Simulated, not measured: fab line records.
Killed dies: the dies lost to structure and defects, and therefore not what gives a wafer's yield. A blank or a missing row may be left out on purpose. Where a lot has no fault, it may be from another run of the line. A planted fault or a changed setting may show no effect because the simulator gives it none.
fab line records	flow ritCmos
record lots=5	wafers=23
route steps=202 shown GATE@91 NLDD@111 PLDD@122 PSD@150 SDANNEAL@153 SILICIDE@162 M1@184
startH: start of the lot's first displayed wafer, in hours after the record's first day	waitH: time in hours since the lot's previous step	" unchanged from the row above	L1.1+2: several wafers, shown together as one row	- no value, or no start was given	* or withheld: withheld	< > ~ a bound
route shown NAME@n: NAME is a module with steps in the file, n the number in the route of the first one	usual: mean and standard deviation over wafers with no fault	same: alike in all rows	chamber/n: place in a boat	sites: readings site by site	_std_site: the standard deviation of these	_edge_site: outer sites' mean less inner sites'	radiusMm: how far each site lies from the wafer's centre	mask NAME#n: copy n	behind: the last tool/chamber to shape the wafer	hold: why the lot went on hold/how many hours it stayed there/how the hold came to an end	device: the n, p or np transistor that did not switch	end of line: tests of these same wafers at the route's end	step lacking rows: just its recipe	killed: not the wafer's yield, but the dies lost to structure and defects at the first sort	map: the dies of a wafer, with x for killed, . for not killed, _ for no die there
set.NAME: the setting the step ran with; set.NAME@STEP: the setting that earlier step ran with	model.NAME: the simulator's own value behind a step, which no gauge read
lots where settings were altered on purpose, with a table for each step and a row for each wafer
## steps
# step RIT_GATE_DEVELOP_15
# recipe resist=NOVOLAK	developTimeS=50	devTempC=23
lot.wafer	tool	chamber	startH	waitH	set.developTimeS	set.tempC@GATE_SOFTBAKE_12	model.NOVOLAK_of_GATE_COAT_11.thkNm
L077.1	lithoTrack-04	0	-	-	55.99	88.37	853.2
L077.2	"	0	"	"	50	88.37	852
L077.4	"	0	"	"	55.99	90	850
L077.5	"	0	"	"	50	88.37	852.8
L077.6	"	0	"	"	55.99	90	849.2
L079.2	lithoTrack-03	0	-	-	50	92.02	842.4
L079.3	"	0	"	"	50	90	852.3
L079.4	"	0	"	"	50	90	850
L079.5	"	0	"	"	50	90	850.7
L079.6	"	0	"	"	50	92.02	845
L080.1	lithoTrack-03	0	-	-	50	90	851.3
L080.4	"	0	"	"	50	90	850.2
L080.5	"	0	"	"	50	90	850.6
L081.2	lithoTrack-03	0	-	-	50	93.04	842.5
L081.3	"	0	"	"	50	93.04	844.1
L081.4	"	0	"	"	50	90	847
L081.5	"	0	"	"	50	90	849
L081.6	"	0	"	"	50	93.04	843.1
L083.1	lithoTrack-04	0	-	-	43.31	88.01	856.7
L083.2	"	0	"	"	50	90	852.3
L083.3	"	0	"	"	50	90	848.8
L083.4	"	0	"	"	50	88.01	855.9
L083.6	"	0	"	"	43.31	88.01	856.9
# step RIT_NLDD_IMPLANT_08
# recipe species=P	energyKev=20	doseCm2=5e+14	tiltDeg=7
lot.wafer	tool	chamber	startH	waitH	set.doseCm2
L077.1+6	implanter-04	0	58.09	0.1	4.789e+14
L077.2+4+5	"	0	"	"	5e+14
L079.2+5+6	implanter-01	0	67.86	0.1	5.266e+14
L079.3+4	"	0	"	"	5e+14
L080.1+4+5	implanter-04	0	73.80	0.1	5e+14
L081.2+4	implanter-02	0	77.93	0.1	5e+14
L081.3+5+6	"	0	"	"	5.143e+14
L083.1+2+3+4+6	implanter-02	0	88.93	0.1	5e+14
# step RIT_PLDD_IMPLANT_08
# recipe species=BF2	energyKev=20	doseCm2=9e+14	tiltDeg=7
lot.wafer	tool	chamber	startH	waitH	set.doseCm2
L077.1+5+6	implanter-02	0	59.61	0.1	9.662e+14
L077.2+4	"	0	"	"	9e+14
L079.2+3+5	implanter-03	0	69.41	0.1	9e+14
L079.4+6	"	0	"	"	8.452e+14
L080.1+4+5	implanter-03	0	75.40	0.1	9e+14
L081.2+3+4+5+6	implanter-03	0	79.35	0.1	9e+14
L083.1+4	implanter-03	0	90.35	0.1	8.458e+14
L083.2+3+6	"	0	"	"	9e+14
# step RIT_PSD_IMPLANT_08
# recipe species=BF2	energyKev=27	doseCm2=5e+15	tiltDeg=7
lot.wafer	tool	chamber	startH	waitH	set.energyKev	model.implant.drpNm
L077.1+2+4	implanter-03	0	65.57	0.1	27	12.05
L077.5+6	"	0	"	"	28.23	12.43
L079.2+3+4+5+6	implanter-01	0	74.95	0.1	27	12.05
L080.1+4+5	implanter-01	0	80.89	0.1	27	12.05
L081.2+4+6	implanter-04	0	85.15	0.1	26.42	11.86
L081.3+5	"	0	"	"	27	12.05
L083.1+2+3+4+6	implanter-01	0	96.15	0.1	27	12.05
# step RIT_SDANNEAL_CLEAN_00
# recipe chemistry=SC1	mix=3:3:50	timeS=600	tempC=75
lot.wafer	tool	chamber	startH	waitH	set.tempC
L077.1+2+4+5+6	-	-	-	0.1	71.68
L079.2+3+4+5+6	-	-	-	0.0	73.1
L080.1+4+5	wetBench-03	2	81.28	0.1	75
L081.2+3+4+5+6	-	-	-	0.0	72.39
L083.1+2+3+4+6	-	-	-	0.1	77.26
# step RIT_SDANNEAL_CLEAN_01
# recipe chemistry=dHF	dilution=50:1	timeS=30
# step RIT_SDANNEAL_CLEAN_02
# recipe chemistry=SC2	mix=3:3:50	timeS=600	tempC=75	dry=n2Spin
# step RIT_SDANNEAL_RTA_03
# recipe tempC=1050	timeS=5	idleTempC=600	rampUpCPerS=342	rampDownCPerS=171	coolToC=600	ambient=N2
# step RIT_SDANNEAL_RS_MEAS_04
# recipe thkMeasGauge=four-point-probe
# usual PSD_RS=115.86/0.25
lot.wafer	tool	chamber	startH	waitH	set.energyKev@PSD_IMPLANT_08	PSD_RS[ohm/sq]
L077.1	filmMetro-03	-	66.39	0.0	27	115.83
L077.2	"	-	"	"	27	115.82
L077.4	"	-	"	"	27	115.67
L077.5	"	-	"	"	28.23	113.37
L077.6	"	-	"	"	28.23	113.08
L079.2	filmMetro-03	-	75.78	0.1	27	116.17
L079.3	"	-	"	"	27	116.01
L079.4	"	-	"	"	27	116.09
L079.5	"	-	"	"	27	116.40
L079.6	"	-	"	"	27	116.01
L080.1	filmMetro-01	-	81.70	0.0	27	115.85
L080.4	"	-	"	"	27	116.42
L080.5	"	-	"	"	27	116.49
L081.2	filmMetro-02	-	85.96	0.1	26.42	116.90
L081.3	"	-	"	"	27	115.85
L081.4	"	-	"	"	26.42	117.06
L081.5	"	-	"	"	27	115.95
L081.6	"	-	"	"	26.42	117.10
L083.1	filmMetro-01	-	97.00	0.0	27	115.57
L083.2	"	-	"	"	27	115.79
L083.3	"	-	"	"	27	116.21
L083.4	"	-	"	"	27	116.03
L083.6	"	-	"	"	27	116.15
# step RIT_SDANNEAL_RS_MEAS_06
# recipe thkMeasGauge=four-point-probe
# usual PLDD_RS=178.5/0.54
lot.wafer	tool	chamber	startH	waitH	set.doseCm2@PLDD_IMPLANT_08	PLDD_RS[ohm/sq]
L077.1	filmMetro-03	-	66.63	0.1	9.662e+14	172.1
L077.2	"	-	"	"	9e+14	178.4
L077.4	"	-	"	"	9e+14	177.7
L077.5	"	-	"	"	9.662e+14	172.4
L077.6	"	-	"	"	9.662e+14	172.8
L079.2	filmMetro-03	-	76.02	0.1	9e+14	178.8
L079.3	"	-	"	"	9e+14	178.7
L079.4	"	-	"	"	8.452e+14	184.2
L079.5	"	-	"	"	9e+14	178.4
L079.6	"	-	"	"	8.452e+14	184.3
L080.1	filmMetro-01	-	81.94	0.1	9e+14	179.1
L080.4	"	-	"	"	9e+14	179.4
L080.5	"	-	"	"	9e+14	179.4
L083.1	filmMetro-01	-	97.24	0.1	8.458e+14	184.2
L083.2	"	-	"	"	9e+14	178.8
L083.3	"	-	"	"	9e+14	178.5
L083.4	"	-	"	"	8.458e+14	184.3
L083.6	"	-	"	"	9e+14	178.8
L081.2	filmMetro-02	-	104.02	0.1	9e+14	179.1
L081.3	"	-	"	"	9e+14	178.8
L081.4	"	-	"	"	9e+14	178.9
L081.5	"	-	"	"	9e+14	178.7
L081.6	"	-	"	"	9e+14	178.9
# step RIT_SDANNEAL_RS_MEAS_07
# recipe thkMeasGauge=four-point-probe
# usual NLDD_RS=151.3/0.56
lot.wafer	tool	chamber	startH	waitH	set.doseCm2@NLDD_IMPLANT_08	NLDD_RS[ohm/sq]
L077.1	filmMetro-03	-	66.75	0.1	4.789e+14	156.9
L077.2	"	-	"	"	5e+14	151.5
L077.4	"	-	"	"	5e+14	151.2
L077.5	"	-	"	"	5e+14	151.3
L077.6	"	-	"	"	4.789e+14	157.2
L079.2	filmMetro-03	-	76.14	0.1	5.266e+14	144.3
L079.3	"	-	"	"	5e+14	150.8
L079.4	"	-	"	"	5e+14	151.0
L079.5	"	-	"	"	5.266e+14	145.1
L079.6	"	-	"	"	5.266e+14	145.1
L080.1	filmMetro-01	-	82.06	0.1	5e+14	151.8
L080.4	"	-	"	"	5e+14	152.3
L080.5	"	-	"	"	5e+14	152.0
L083.1	filmMetro-01	-	97.36	0.1	5e+14	151.2
L083.2	"	-	"	"	5e+14	152.0
L083.3	"	-	"	"	5e+14	151.7
L083.4	"	-	"	"	5e+14	151.5
L083.6	"	-	"	"	5e+14	151.6
L081.2	filmMetro-02	-	104.14	0.1	5e+14	150.4
L081.3	"	-	"	"	5.143e+14	147.2
L081.4	"	-	"	"	5e+14	150.7
L081.5	"	-	"	"	5.143e+14	147.5
L081.6	"	-	"	"	5.143e+14	147.3
# step RIT_SILICIDE_SPUTTER_01
# recipe material=Ti	targetThkNm=30	powerW=350	chamberPressurePa=0.667	gas=Ar	timeS=240	substrateTempC=25
lot.wafer	tool	chamber	startH	waitH	set.timeS	model.Ti_of_SILICIDE_SPUTTER_01.thkNm
L077.1	pvdSputter-04	-	66.89	0.0	250.8	31.28
L077.2	"	-	"	"	250.8	31.98
L077.4	"	-	"	"	240	30.18
L077.5	"	-	"	"	240	30.9
L077.6	"	-	"	"	250.8	31.47
L079.2	pvdSputter-04	-	76.25	0.0	240	29.38
L079.3	"	-	"	"	240	30.31
L079.4	"	-	"	"	240	30.26
L079.5	"	-	"	"	240	29.48
L079.6	"	-	"	"	240	29.95
L080.1	pvdSputter-03	-	82.20	0.0	240	30.75
L080.4	"	-	"	"	240	30.1
L080.5	"	-	"	"	240	30.47
L083.1	pvdSputter-03	-	97.49	0.0	240	30.28
L083.2	"	-	"	"	240	29.76
L083.3	"	-	"	"	268.4	34.03
L083.4	"	-	"	"	240	30.11
L083.6	"	-	"	"	268.4	34.08
L081.2	pvdSputter-02	-	104.25	0.0	240	29.86
L081.3	"	-	"	"	270.9	34.33
L081.4	"	-	"	"	270.9	34.18
L081.5	"	-	"	"	240	30.48
L081.6	"	-	"	"	270.9	33.86
# step RIT_SILICIDE_RS_MEAS_02
# recipe thkMeasGauge=four-point-probe	reads=Ti_of_SILICIDE_SPUTTER_01
# usual SILICIDE_TI_RS=47.4/0.8
lot.wafer	tool	chamber	startH	waitH	set.timeS@SILICIDE_SPUTTER_01	SILICIDE_TI_RS[ohm/sq]
L077.1	filmMetro-04	-	67.04	0.1	250.8	45.5
L077.2	"	-	"	"	250.8	44.2
L077.4	"	-	"	"	240	47.5
L077.5	"	-	"	"	240	46.1
L077.6	"	-	"	"	250.8	45.1
L079.2	filmMetro-02	-	76.42	0.1	240	49.2
L079.3	"	-	"	"	240	47.3
L079.4	"	-	"	"	240	47.4
L079.5	"	-	"	"	240	49.0
L079.6	"	-	"	"	240	48.1
L080.1	filmMetro-04	-	82.35	0.1	240	46.5
L080.4	"	-	"	"	240	47.7
L080.5	"	-	"	"	240	46.9
L083.1	filmMetro-03	-	97.64	0.1	240	47.2
L083.2	"	-	"	"	240	48.3
L083.3	"	-	"	"	268.4	40.9
L083.4	"	-	"	"	240	47.6
L083.6	"	-	"	"	268.4	40.9
L081.2	filmMetro-04	-	104.42	0.1	240	48.1
L081.3	"	-	"	"	270.9	40.5
L081.4	"	-	"	"	270.9	40.7
L081.5	"	-	"	"	240	46.8
L081.6	"	-	"	"	270.9	41.1
# step RIT_SILICIDE_THK_MEAS_03
# recipe thkMeasGauge=xrf	reads=Ti_of_SILICIDE_SPUTTER_01
# usual SILICIDE_TI_THK=30.2/0.44
lot.wafer	tool	chamber	startH	waitH	set.timeS@SILICIDE_SPUTTER_01	SILICIDE_TI_THK[nm]
L077.1	filmMetro-04	-	67.16	0.1	250.8	31.5
L077.2	"	-	"	"	250.8	32.0
L077.4	"	-	"	"	240	30.3
L077.5	"	-	"	"	240	31.0
L077.6	"	-	"	"	250.8	31.7
L079.2	filmMetro-02	-	76.53	0.1	240	29.6
L079.3	"	-	"	"	240	30.5
L079.4	"	-	"	"	240	30.5
L079.5	"	-	"	"	240	29.8
L079.6	"	-	"	"	240	30.0
L080.1	filmMetro-04	-	82.47	0.1	240	30.8
L080.4	"	-	"	"	240	30.1
L080.5	"	-	"	"	240	30.4
L083.1	filmMetro-03	-	97.76	0.1	240	30.2
L083.2	"	-	"	"	240	29.5
L083.3	"	-	"	"	268.4	33.8
L083.4	"	-	"	"	240	30.0
L083.6	"	-	"	"	268.4	34.0
L081.2	filmMetro-04	-	104.53	0.1	240	30.0
L081.3	"	-	"	"	270.9	34.5
L081.4	"	-	"	"	270.9	34.3
L081.5	"	-	"	"	240	30.4
L081.6	"	-	"	"	270.9	34.1
# step RIT_M1_SPUTTER_00
# recipe material=Al	targetThkNm=400	powerW=2000	chamberPressurePa=0.4	gas=Ar	timeS=500	substrateTempC=25
lot.wafer	tool	chamber	startH	waitH	set.powerW	model.Al_of_M1_SPUTTER_00.thkNm
L077.1	pvdSputter-01	-	69.74	0.0	1820	372
L077.2	"	-	"	"	2000	403.3
L077.4	"	-	"	"	1820	362.8
L077.5	"	-	"	"	2000	397.4
L077.6	"	-	"	"	2000	402.6
L079.2	pvdSputter-01	-	79.14	0.0	2100	414.9
L079.3	"	-	"	"	2000	400
L079.4	"	-	"	"	2000	398.6
L079.5	"	-	"	"	2000	397.7
L079.6	"	-	"	"	2100	420.1
L080.1	pvdSputter-04	-	85.06	0.0	2000	405.8
L080.4	"	-	"	"	2000	408.1
L080.5	"	-	"	"	2000	409.4
L083.1+2	pvdSputter-04	-	100.22	0.0	2000	406.1
L083.3	"	-	"	"	2000	402.9
L083.4	"	-	"	"	2000	408.3
L083.6	"	-	"	"	2000	405.4
L081.2	pvdSputter-01	-	106.98	0.0	2000	396
L081.3	"	-	"	"	2000	397.5
L081.4	"	-	"	"	2000	399.5
L081.5	"	-	"	"	2000	394.6
L081.6	"	-	"	"	2000	400.5
# step RIT_M1_RS_MEAS_01
# recipe thkMeasGauge=four-point-probe	reads=Al_of_M1_SPUTTER_00
# usual M1_AL_RS=0.0730/0.00086
lot.wafer	tool	chamber	startH	waitH	set.powerW@M1_SPUTTER_00	M1_AL_RS[ohm/sq]
L077.1	filmMetro-01	-	70.08	0.2	1820	0.0790
L077.2	"	-	"	"	2000	0.0728
L077.4	"	-	"	"	1820	0.0810
L077.5	"	-	"	"	2000	0.0740
L077.6	"	-	"	"	2000	0.0729
L079.2	filmMetro-02	-	79.45	0.2	2100	0.0708
L079.3	"	-	"	"	2000	0.0735
L079.4	"	-	"	"	2000	0.0738
L079.5	"	-	"	"	2000	0.0738
L079.6	"	-	"	"	2100	0.0698
L080.1	filmMetro-03	-	85.35	0.1	2000	0.0724
L080.4	"	-	"	"	2000	0.0717
L080.5	"	-	"	"	2000	0.0716
L083.1	filmMetro-03	-	100.52	0.1	2000	0.0723
L083.2	"	-	"	"	2000	0.0721
L083.3	"	-	"	"	2000	0.0728
L083.4	"	-	"	"	2000	0.0719
L083.6	"	-	"	"	2000	0.0723
L081.2	filmMetro-03	-	107.29	0.2	2000	0.0741
L081.3	"	-	"	"	2000	0.0738
L081.4	"	-	"	"	2000	0.0733
L081.5	"	-	"	"	2000	0.0743
L081.6	"	-	"	"	2000	0.0733
# step RIT_M1_THK_MEAS_02
# recipe thkMeasGauge=xrf	reads=Al_of_M1_SPUTTER_00
# usual M1_AL_THK=408/4.5
lot.wafer	tool	chamber	startH	waitH	set.powerW@M1_SPUTTER_00	M1_AL_THK[nm]
L077.1	filmMetro-01	-	70.20	0.1	1820	379
L077.2	"	-	"	"	2000	409
L077.4	"	-	"	"	1820	371
L077.5	"	-	"	"	2000	405
L077.6	"	-	"	"	2000	411
L079.2	filmMetro-02	-	79.56	0.1	2100	425
L079.3	"	-	"	"	2000	411
L079.4	"	-	"	"	2000	408
L079.5	"	-	"	"	2000	405
L079.6	"	-	"	"	2100	428
L080.1	filmMetro-03	-	85.47	0.1	2000	408
L080.4	"	-	"	"	2000	410
L080.5	"	-	"	"	2000	414
L083.1	filmMetro-03	-	100.64	0.1	2000	408
L083.2	"	-	"	"	2000	413
L083.3	"	-	"	"	2000	407
L083.4	"	-	"	"	2000	415
L083.6	"	-	"	"	2000	408
L081.2	filmMetro-03	-	107.40	0.1	2000	399
L081.3	"	-	"	"	2000	401
L081.4	"	-	"	"	2000	404
L081.5	"	-	"	"	2000	396
L081.6	"	-	"	"	2000	405
## key
split step=RIT_GATE_DEVELOP_15	setting=developTimeS	stated=50	by=wafer
response none clear
split step=RIT_NLDD_IMPLANT_08	setting=doseCm2	stated=5e+14	by=wafer
response step=RIT_SDANNEAL_RS_MEAS_07	reading=NLDD_RS	change=-1.21	per=1%	r=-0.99
split step=RIT_PLDD_IMPLANT_08	setting=doseCm2	stated=9e+14	by=wafer
response step=RIT_SDANNEAL_RS_MEAS_06	reading=PLDD_RS	change=-0.853	per=1%	r=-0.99
split step=RIT_PSD_IMPLANT_08	setting=energyKev	stated=27	by=wafer
response step=RIT_PSD_IMPLANT_08	reading=model.implant.drpNm	change=+0.0844	per=1%	r=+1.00
response step=RIT_SDANNEAL_RS_MEAS_04	reading=PSD_RS	change=-0.552	per=1%	r=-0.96
split step=RIT_SDANNEAL_CLEAN_00	setting=tempC	stated=75	by=lot
response none clear
split step=RIT_SILICIDE_SPUTTER_01	setting=timeS	stated=240	by=wafer
response step=RIT_SILICIDE_SPUTTER_01	reading=model.Ti_of_SILICIDE_SPUTTER_01.thkNm	change=+0.316	per=1%	r=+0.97
response step=RIT_SILICIDE_RS_MEAS_02	reading=SILICIDE_TI_RS	change=-0.539	per=1%	r=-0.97
response step=RIT_SILICIDE_THK_MEAS_03	reading=SILICIDE_TI_THK	change=+0.323	per=1%	r=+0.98
split step=RIT_M1_SPUTTER_00	setting=powerW	stated=2000	by=wafer
response step=RIT_M1_SPUTTER_00	reading=model.Al_of_M1_SPUTTER_00.thkNm	change=+3.74	per=1%	r=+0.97
response step=RIT_M1_RS_MEAS_01	reading=M1_AL_RS	change=-0.000734	per=1%	r=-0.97
response step=RIT_M1_THK_MEAS_02	reading=M1_AL_THK	change=+3.68	per=1%	r=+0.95
split outsideThisFile step=RIT_GATE_SOFTBAKE_12 setting=tempC
# split outsideThisFile: this setting was split too, and the file shows its column; the key of that split is in another file
